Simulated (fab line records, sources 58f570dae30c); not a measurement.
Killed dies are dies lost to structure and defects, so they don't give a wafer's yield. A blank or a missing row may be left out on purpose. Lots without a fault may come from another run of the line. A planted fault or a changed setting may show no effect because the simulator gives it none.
Which tool did it? | flow berkeley_cmos170 | 14 lots, 42 wafers sampled, at 3 steps of a route of 331

WHAT THE GAUGES READ, wafer by wafer
UCB170_ACTIVE_CD_MEAS_90: target cd 1200 nm.
lot  | measured     | on        | cd_nm (nm)
L590 | day 4 20:14  | cd_sem-01 | 1201.0 1202.4 1201.3
L593 | day 5 12:19  | cd_sem-01 | 1200.7 1200.1 1199.9
L592 | day 5 13:12  | cd_sem-01 | 1200.9 1201.7 1201.2
L595 | day 6 01:32  | cd_sem-01 | 1202.9 1199.9 1201.4
L597 | day 6 08:30  | cd_sem-02 | 1203.7 1204.3 1203.0
L598 | day 6 16:24  | cd_sem-02 | 1201.7 1202.1 1202.5
L602 | day 7 07:40  | cd_sem-01 | 1204.5 1203.2 1203.5
L604 | day 7 19:17  | cd_sem-01 | 1200.8 1202.0 1200.2
L605 | day 8 11:50  | cd_sem-01 | 1200.6 1202.0 1200.9
L607 | day 8 18:22  | cd_sem-01 | 1201.4 1200.7 1199.4
L608 | day 9 01:19  | cd_sem-02 | 1200.3 1201.2 1200.6
L610 | day 9 11:12  | cd_sem-02 | 1199.9 1198.3 1199.5
L613 | day 10 01:03 | cd_sem-02 | 1204.3 1204.2 1204.9
L612 | day 10 01:26 | cd_sem-02 | 1201.0 1198.7 1199.6

UCB170_SPACER_THK_MEAS_01.
lot  | measured     | on            | SPACER_TEOS_THK (nm)
L590 | day 7 11:14  | film_metro-03 | 368 372 376
L593 | day 8 12:32  | film_metro-04 | 376 377 379
L592 | day 8 11:59  | film_metro-04 | 376 382 382
L595 | day 8 19:36  | film_metro-04 | 374 383 376
L597 | day 9 02:40  | film_metro-03 | 368 375 377
L598 | day 9 21:09  | film_metro-01 | 372 373 375
L602 | day 10 00:05 | film_metro-03 | 372 325 382
L604 | day 10 22:14 | film_metro-04 | 323 331 383
L605 | day 11 05:37 | film_metro-01 | 378 374 381
L607 | day 11 12:44 | film_metro-04 | 375 372 379
L608 | day 11 12:04 | film_metro-04 | 375 374 384
L610 | day 12 04:04 | film_metro-03 | 372 373 379
L613 | day 12 13:32 | film_metro-03 | 370 369 375
L612 | day 12 13:10 | film_metro-01 | 374 382 381

WHICH TOOL RAN EACH LOT (tool, then ch and the chambers of the sampled wafers, then the start)
lot  | UCB170_SPACER_CVD_00
L590 | pecvd-03 ch 0,1,2, day 7 11:11
L593 | pecvd-04 ch 0,1, day 8 12:29
L592 | pecvd-02 ch 0,1,2, day 8 11:56
L595 | pecvd-02 ch 0,2, day 8 19:32
L597 | pecvd-03 ch 0,1,2, day 9 02:36
L598 | pecvd-04 ch 0,1,2, day 9 21:06
L602 | pecvd-04 ch 0,1,2, day 10 00:02
L604 | pecvd-04 ch 0,2, day 10 22:11
L605 | pecvd-03 ch 0,1, day 11 05:33
L607 | pecvd-03 ch 0,1,2, day 11 12:41
L608 | pecvd-03 ch 0,1, day 11 12:01
L610 | pecvd-02 ch 0,1,2, day 12 04:01
L613 | pecvd-03 ch 0,1, day 12 13:29
L612 | pecvd-02 ch 0,1,2, day 12 13:07
- UCB170_SPACER_CVD_00: deposits SiO2 from TEOS/O2, target thk 376 nm, time 47 s.

WHAT THE TOOLS THEMSELVES READ (means of the sampled wafers that have a number; where no wafer has one, the mark that the record gives instead)
UCB170_SPACER_CVD_00.
lot  | tool     | heater_power_w (W) | rf_fwd_power_W (W)
L590 | pecvd-03 | 242                | 542.6
L593 | pecvd-04 | 236                | 543.8
L592 | pecvd-02 | 293                | 544.2
L595 | pecvd-02 | 308                | 542.4
L597 | pecvd-03 | 258                | 544.3
L598 | pecvd-04 | 231                | 544.6
L602 | pecvd-04 | 229                | 547.0
L604 | pecvd-04 | 161                | 543.9
L605 | pecvd-03 | 271                | 546.3
L607 | pecvd-03 | 259                | 543.3
L608 | pecvd-03 | 274                | 544.9
L610 | pecvd-02 | 309                | 544.5
L613 | pecvd-03 | 220                | 544.2
L612 | pecvd-02 | 287                | 545.3

THE ANSWER, worked out from the rows above alone
Rule: what is usual is taken from the lots themselves. Put in order of their means at a reading, lots are off if they are a third of the lots or fewer, leave a main group of 4 or more, and stand apart from it by a gap of 3 or more times the standard deviation of the main group's means; of several such gaps the widest counts. A main group whose means are all the same, to the digits that the tables above print for the reading, isn't used. A lot without any number at a reading at which 4 lots or more have one is off too. The other lots that the step has rows for count as sound. The gauges are gone through in route order, then the tools' own readings, and for those a lot's mean is taken as printed above. The first step at which some lot is off is used, and at that step the reading that is off furthest; a lot without a number counts as furthest.
Off: L602, L604, at UCB170_SPACER_THK_MEAS_01 (SPACER_TEOS_THK). The main group: mean 376 nm, standard deviation 2.7.
A tool fits if, at a process step before that reading, it ran every lot that is off, and no sound lot after the first of them. The gauges at UCB170_SPACER_THK_MEAS_01 are tried like those tools. One fits: pecvd-04 at UCB170_SPACER_CVD_00. Its last sound lot is L598 (day 9 21:06), its first lot that is off L602 (day 10 00:02): a fault that began between those two fits.

WHAT THE SIMULATOR HAD PUT IN
Process parameter drift: pecvd-04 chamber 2, from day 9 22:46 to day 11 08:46, at UCB170_SPACER_CVD_00. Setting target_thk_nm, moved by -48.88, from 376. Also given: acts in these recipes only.
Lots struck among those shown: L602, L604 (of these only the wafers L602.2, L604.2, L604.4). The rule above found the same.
